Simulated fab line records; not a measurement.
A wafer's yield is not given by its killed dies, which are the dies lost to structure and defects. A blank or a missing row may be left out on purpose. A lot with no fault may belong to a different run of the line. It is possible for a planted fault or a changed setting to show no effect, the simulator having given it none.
Which tool was responsible? / flow berkeleyCmos170 / 14 lots, 42 wafers sampled, at 7 steps of a route of 331

WHAT THE GAUGES SHOWED, per wafer
UCB170_PWELL_OVL_MEAS_13.
lot=L980; measured=day 3 10:58; on=overlay-02; PWELL_OVL (nm)=-7 -4 -4
lot=L983; measured=day 3 19:13; on=overlay-01; PWELL_OVL (nm)=-1 0 -1
lot=L982; measured=day 3 19:26; on=overlay-01; PWELL_OVL (nm)=0 3 2
lot=L981; measured=day 3 19:29; on=overlay-01; PWELL_OVL (nm)=2 0 -7
lot=L984; measured=day 4 11:35; on=overlay-01; PWELL_OVL (nm)=-3 -5 -3
lot=L986; measured=day 4 17:37; on=overlay-02; PWELL_OVL (nm)=-3 4 2
lot=L990; measured=day 5 20:56; on=overlay-01; PWELL_OVL (nm)=4 0 2
lot=L993; measured=day 6 13:19; on=overlay-02; PWELL_OVL (nm)=-1 10 6
lot=L997; measured=day 7 00:55; on=overlay-02; PWELL_OVL (nm)=0 -2 -4
lot=L996; measured=day 7 01:11; on=overlay-01; PWELL_OVL (nm)=1 -3 -8
lot=L998; measured=day 7 13:40; on=overlay-02; PWELL_OVL (nm)=0 -2 2
lot=L999; measured=day 7 13:54; on=overlay-01; PWELL_OVL (nm)=-1 -1 5
lot=L100; measured=day 8 02:40; on=overlay-02; PWELL_OVL (nm)=11 1 3
lot=L102; measured=day 8 16:11; on=overlay-02; PWELL_OVL (nm)=-11 -16 -10

UCB170_FIELD_THK_MEAS_02.
lot=L980; measured=day 5 05:32; on=filmMetro-02; FIELD_OXIDE_THK (nm)=548 555 542
lot=L983; measured=day 5 22:20; on=filmMetro-02; FIELD_OXIDE_THK (nm)=558 563 558
lot=L982; measured=day 5 22:23; on=filmMetro-01; FIELD_OXIDE_THK (nm)=562 564 562
lot=L981; measured=day 5 22:20; on=filmMetro-03; FIELD_OXIDE_THK (nm)=572 568 570
lot=L984; measured=day 6 16:55; on=filmMetro-03; FIELD_OXIDE_THK (nm)=875 879 866
lot=L986; measured=day 6 12:26; on=filmMetro-03; FIELD_OXIDE_THK (nm)=571 576 580
lot=L990; measured=day 8 07:38; on=filmMetro-01; FIELD_OXIDE_THK (nm)=854 854 858
lot=L993; measured=day 8 21:28; on=filmMetro-03; FIELD_OXIDE_THK (nm)=559 561 560
lot=L997; measured=day 9 04:00; on=filmMetro-01; FIELD_OXIDE_THK (nm)=556 561 565
lot=L996; measured=day 9 03:59; on=filmMetro-03; FIELD_OXIDE_THK (nm)=554 553 562
lot=L998; measured=day 9 12:47; on=filmMetro-02; FIELD_OXIDE_THK (nm)=561 560 558
lot=L999; measured=day 9 12:47; on=filmMetro-01; FIELD_OXIDE_THK (nm)=544 547 553
lot=L100; measured=day 9 22:41; on=filmMetro-01; FIELD_OXIDE_THK (nm)=558 549 551
lot=L102; measured=day 10 13:29; on=filmMetro-01; FIELD_OXIDE_THK (nm)=560 578 565

UCB170_FIELD_THK_MEAS_90.
lot=L980; measured=day 5 14:10; on=filmMetro-03; FIELD_OXIDE_LEFT_1_THK (nm)=430 436 423
lot=L983; measured=day 6 08:10; on=filmMetro-01; FIELD_OXIDE_LEFT_1_THK (nm)=441 446 440
lot=L982; measured=day 6 08:13; on=filmMetro-03; FIELD_OXIDE_LEFT_1_THK (nm)=447 448 446
lot=L981; measured=day 6 08:11; on=filmMetro-02; FIELD_OXIDE_LEFT_1_THK (nm)=454 451 452
lot=L984; measured=day 7 00:16; on=filmMetro-02; FIELD_OXIDE_LEFT_1_THK (nm)=758 761 748
lot=L986; measured=day 7 00:17; on=filmMetro-01; FIELD_OXIDE_LEFT_1_THK (nm)=454 459 464
lot=L990; measured=day 8 13:04; on=filmMetro-03; FIELD_OXIDE_LEFT_1_THK (nm)=737 739 742
lot=L993; measured=day 9 06:17; on=filmMetro-03; FIELD_OXIDE_LEFT_1_THK (nm)=444 445 445
lot=L997; measured=day 9 12:53; on=filmMetro-02; FIELD_OXIDE_LEFT_1_THK (nm)=439 444 448
lot=L996; measured=day 9 12:52; on=filmMetro-01; FIELD_OXIDE_LEFT_1_THK (nm)=437 437 446
lot=L998; measured=day 9 20:50; on=filmMetro-02; FIELD_OXIDE_LEFT_1_THK (nm)=445 443 441
lot=L999; measured=day 9 20:50; on=filmMetro-03; FIELD_OXIDE_LEFT_1_THK (nm)=427 430 437
lot=L100; measured=day 10 07:58; on=filmMetro-02; FIELD_OXIDE_LEFT_1_THK (nm)=442 433 435
lot=L102; measured=day 11 00:14; on=filmMetro-03; FIELD_OXIDE_LEFT_1_THK (nm)=443 461 449

UCB170_FIELD_THK_MEAS_91.
lot=L980; measured=day 6 09:41; on=filmMetro-03; FIELD_OXIDE_LEFT_2_THK (nm)=343 349 336
lot=L983; measured=day 7 11:27; on=filmMetro-02; FIELD_OXIDE_LEFT_2_THK (nm)=352 357 351
lot=L982; measured=day 7 11:44; on=filmMetro-02; FIELD_OXIDE_LEFT_2_THK (nm)=359 361 358
lot=L981; measured=day 7 11:17; on=filmMetro-03; FIELD_OXIDE_LEFT_2_THK (nm)=367 363 365
lot=L984; measured=day 8 06:49; on=filmMetro-01; FIELD_OXIDE_LEFT_2_THK (nm)=670 673 660
lot=L986; measured=day 8 06:59; on=filmMetro-03; FIELD_OXIDE_LEFT_2_THK (nm)=365 370 375
lot=L990; measured=day 9 10:14; on=filmMetro-01; FIELD_OXIDE_LEFT_2_THK (nm)=650 650 653
lot=L993; measured=day 10 04:22; on=filmMetro-02; FIELD_OXIDE_LEFT_2_THK (nm)=356 357 357
lot=L997; measured=day 10 11:53; on=filmMetro-01; FIELD_OXIDE_LEFT_2_THK (nm)=351 356 360
lot=L996; measured=day 10 11:52; on=filmMetro-03; FIELD_OXIDE_LEFT_2_THK (nm)=350 349 359
lot=L998; measured=day 10 17:57; on=filmMetro-03; FIELD_OXIDE_LEFT_2_THK (nm)=357 355 353
lot=L999; measured=day 10 17:40; on=filmMetro-02; FIELD_OXIDE_LEFT_2_THK (nm)=338 342 348
lot=L100; measured=day 11 07:13; on=filmMetro-02; FIELD_OXIDE_LEFT_2_THK (nm)=353 344 346
lot=L102; measured=day 12 04:23; on=filmMetro-03; FIELD_OXIDE_LEFT_2_THK (nm)=355 373 361

UCB170_NLDD_CD_MEAS_06 targets a cd of 1200 nm.
lot=L980; measured=day 7 07:03; on=cdSem-02; cdNm (nm)=1197.0 1197.7 1197.1
lot=L983; measured=day 8 13:17; on=cdSem-01; cdNm (nm)=1201.4 1201.7 1203.0
lot=L982; measured=day 8 14:02; on=cdSem-01; cdNm (nm)=1198.8 1199.1 1199.5
lot=L981; measured=day 8 12:47; on=cdSem-01; cdNm (nm)=1199.6 1199.7 1198.3
lot=L984; measured=day 8 23:12; on=cdSem-01; cdNm (nm)=1201.1 1201.2 1200.9
lot=L986; measured=day 8 23:02; on=cdSem-01; cdNm (nm)=1199.8 1199.4 1199.5
lot=L990; measured=day 9 23:58; on=cdSem-01; cdNm (nm)=1199.9 1200.4 1202.1
lot=L993; measured=day 11 00:10; on=cdSem-02; cdNm (nm)=1199.7 1200.9 1199.8
lot=L997; measured=day 11 07:36; on=cdSem-01; cdNm (nm)=1196.1 1196.9 1196.8
lot=L996; measured=day 11 08:14; on=cdSem-02; cdNm (nm)=1200.5 1200.3 1198.3
lot=L998; measured=day 11 15:05; on=cdSem-02; cdNm (nm)=1199.6 1200.1 1202.9
lot=L999; measured=day 11 14:49; on=cdSem-01; cdNm (nm)=1196.7 1198.1 1197.6
lot=L100; measured=day 12 06:14; on=cdSem-01; cdNm (nm)=1197.6 1198.5 1198.8
lot=L102; measured=day 13 02:10; on=cdSem-02; cdNm (nm)=1200.9 1201.6 1201.2

UCB170_SDANNEAL_RS_MEAS_03: measures by four-point-probe.
lot=L980; measured=day 8 01:10; on=filmMetro-04; NSD_RS (ohm/sq)=37.20 37.13 37.24
lot=L983; measured=day 8 23:57; on=filmMetro-04; NSD_RS (ohm/sq)=37.13 37.00 37.09
lot=L982; measured=day 9 00:29; on=filmMetro-01; NSD_RS (ohm/sq)=37.30 37.22 37.26
lot=L981; measured=day 9 00:40; on=filmMetro-04; NSD_RS (ohm/sq)=37.16 37.28 37.27
lot=L984; measured=day 9 12:57; on=filmMetro-04; NSD_RS (ohm/sq)=37.22 37.14 37.12
lot=L986; measured=day 9 11:20; on=filmMetro-04; NSD_RS (ohm/sq)=37.20 37.20 37.13
lot=L990; measured=day 10 12:37; on=filmMetro-04; NSD_RS (ohm/sq)=37.14 37.34 37.28
lot=L993; measured=day 11 13:47; on=filmMetro-01; NSD_RS (ohm/sq)=37.25 37.22 37.34
lot=L997; measured=day 11 19:31; on=filmMetro-02; NSD_RS (ohm/sq)=37.33 37.17 37.33
lot=L996; measured=day 11 19:57; on=filmMetro-04; NSD_RS (ohm/sq)=37.20 37.31 37.34
lot=L998; measured=day 12 05:40; on=filmMetro-04; NSD_RS (ohm/sq)=37.15 37.06 37.16
lot=L999; measured=day 12 05:13; on=filmMetro-02; NSD_RS (ohm/sq)=37.21 37.19 37.20
lot=L100; measured=day 12 18:53; on=filmMetro-04; NSD_RS (ohm/sq)=37.15 37.15 37.14
lot=L102; measured=day 13 18:43; on=filmMetro-02; NSD_RS (ohm/sq)=37.45 37.22 37.31

WHICH TOOL RAN EACH LOT (tool, then ch and the chambers of the sampled wafers, then the start)
lot=L980; UCB170_FIELD_OXIDATION_01=furnace-01 ch 0, day 5 02:32
lot=L983; UCB170_FIELD_OXIDATION_01=furnace-01 ch 0, day 5 19:20
lot=L982; UCB170_FIELD_OXIDATION_01=furnace-01 ch 0, day 5 19:20
lot=L981; UCB170_FIELD_OXIDATION_01=furnace-01 ch 0, day 5 19:20
lot=L984; UCB170_FIELD_OXIDATION_01=furnace-01 ch 0, day 6 09:25
lot=L986; UCB170_FIELD_OXIDATION_01=furnace-01 ch 0, day 6 09:25
lot=L990; UCB170_FIELD_OXIDATION_01=furnace-04 ch 0, day 7 23:58
lot=L993; UCB170_FIELD_OXIDATION_01=furnace-02 ch 0, day 8 18:25
lot=L997; UCB170_FIELD_OXIDATION_01=furnace-04 ch 0, day 9 00:59
lot=L996; UCB170_FIELD_OXIDATION_01=furnace-04 ch 0, day 9 00:59
lot=L998; UCB170_FIELD_OXIDATION_01=furnace-02 ch 0, day 9 09:46
lot=L999; UCB170_FIELD_OXIDATION_01=furnace-02 ch 0, day 9 09:46
lot=L100; UCB170_FIELD_OXIDATION_01=furnace-04 ch 0, day 9 19:40
lot=L102; UCB170_FIELD_OXIDATION_01=furnace-01 ch 0, day 10 10:29
- UCB170_FIELD_OXIDATION_01: target thk 558.3 nm, ox time 7200 s.

WHAT THE TOOLS THEMSELVES READ (means of the sampled wafers that have a number; where no wafer has one, the mark that the record gives instead)
UCB170_FIELD_OXIDATION_01.
lot=L980; tool=furnace-01; spikeTcCentreC (C)=1001.0
lot=L983; tool=furnace-01; spikeTcCentreC (C)=1002.2
lot=L982; tool=furnace-01; spikeTcCentreC (C)=1000.2
lot=L981; tool=furnace-01; spikeTcCentreC (C)=1001.8
lot=L984; tool=furnace-01; spikeTcCentreC (C)=1001.2
lot=L986; tool=furnace-01; spikeTcCentreC (C)=1000.6
lot=L990; tool=furnace-04; spikeTcCentreC (C)=1002.0
lot=L993; tool=furnace-02; spikeTcCentreC (C)=1004.1
lot=L997; tool=furnace-04; spikeTcCentreC (C)=1001.5
lot=L996; tool=furnace-04; spikeTcCentreC (C)=1002.4
lot=L998; tool=furnace-02; spikeTcCentreC (C)=1004.0
lot=L999; tool=furnace-02; spikeTcCentreC (C)=1003.7
lot=L100; tool=furnace-04; spikeTcCentreC (C)=1001.3
lot=L102; tool=furnace-01; spikeTcCentreC (C)=1000.6

THE ANSWER, worked out from the rows above alone
Rule: usual is defined by the lots themselves. The widest of any qualifying gaps counts: lots, ordered by their means at a reading, are off when they make up no more than a third of the lots, leave a main group of 4 or more, and stand apart from it by 3 or more times the standard deviation of that group's means. Not used: any main group whose means are identical at the precision the tables above print for the reading. Also off: a lot with no number at a reading for which 4 or more lots have one. Where the step has rows for the other lots, those lots are counted as sound. After the gauges, taken in route order, come the tools' own readings; for these a lot's mean is taken, as printed above. At the first step where some lot is off, the reading lying furthest off is the one used; lots without a number count as furthest.
Off: L984, L990, at UCB170_FIELD_THK_MEAS_02 (FIELD_OXIDE_THK). The main group has a mean of 560 nm with a standard deviation of 8.
A tool fits if, at a process step before that reading, it ran every lot that is off, and no sound lot after the first of them. Those tools and the gauges at UCB170_FIELD_THK_MEAS_02 are tried in the same way. None of those tried fits.

WHAT THE SIMULATOR HAD PUT IN
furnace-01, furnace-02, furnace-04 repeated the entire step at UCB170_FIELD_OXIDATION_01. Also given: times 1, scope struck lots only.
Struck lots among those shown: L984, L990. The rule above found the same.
